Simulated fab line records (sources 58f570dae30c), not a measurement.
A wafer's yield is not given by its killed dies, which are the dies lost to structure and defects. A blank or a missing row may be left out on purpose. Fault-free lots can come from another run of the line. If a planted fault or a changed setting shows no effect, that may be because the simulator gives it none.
Matching of chambers | flow berkeley_cmos170 | UCB170_GATE_ETCH_15 on rie_si-02: 4 sister chambers
The step etches poly-Si in HBr/Cl2, stops on SiO2, time 56.3 s, target depth 278.2 nm. 4 wafers are shown with their chamber, then 8 later ones without.

## WAFERS PAIRED WITH THEIR CHAMBERS
wafer  | chamber | throttle_valve_pct (%)
L744.6 | 1       | 26.85
L753.1 | 3       | 26.71
L753.6 | 0       | 26.60
L760.1 | 2       | 26.39

## WAFERS WITH NO CHAMBER GIVEN
wafer  | throttle_valve_pct (%)
L760.3 | 26.70
L760.4 | 26.87
L759.2 | 26.40
L759.5 | 26.39
L759.6 | 26.71
L761.2 | 26.39
L761.3 | 26.71
L761.6 | 26.38

## WHICH CHAMBER EACH WENT THROUGH
wafer  | from the rows above | in truth
L760.3 | 3                   | 3
L760.4 | 1                   | 1
L759.2 | 2                   | 2
L759.5 | 2                   | 2
L759.6 | 3                   | 3
L761.2 | 2                   | 2
L761.3 | 3                   | 3
L761.6 | 2                   | 2
8 of 8 placed correctly. Number that these rows cannot place: 0. 0 placed wrongly.
How it was worked out, from the rows above alone: a wafer's distance from a chamber is the root of the sum, over the readings, of the square of ((its reading less the chamber's mean) divided by the reading's scatter). The wafer belongs to the nearest chamber; if the next one is less than 2 further off, it can't be placed. For every chamber, the mean is computed from those of its wafers that are shown. The scatter (one wafer shown for each chamber): square how far every hidden wafer sits from the nearest shown wafer, average those squares and take the square root.
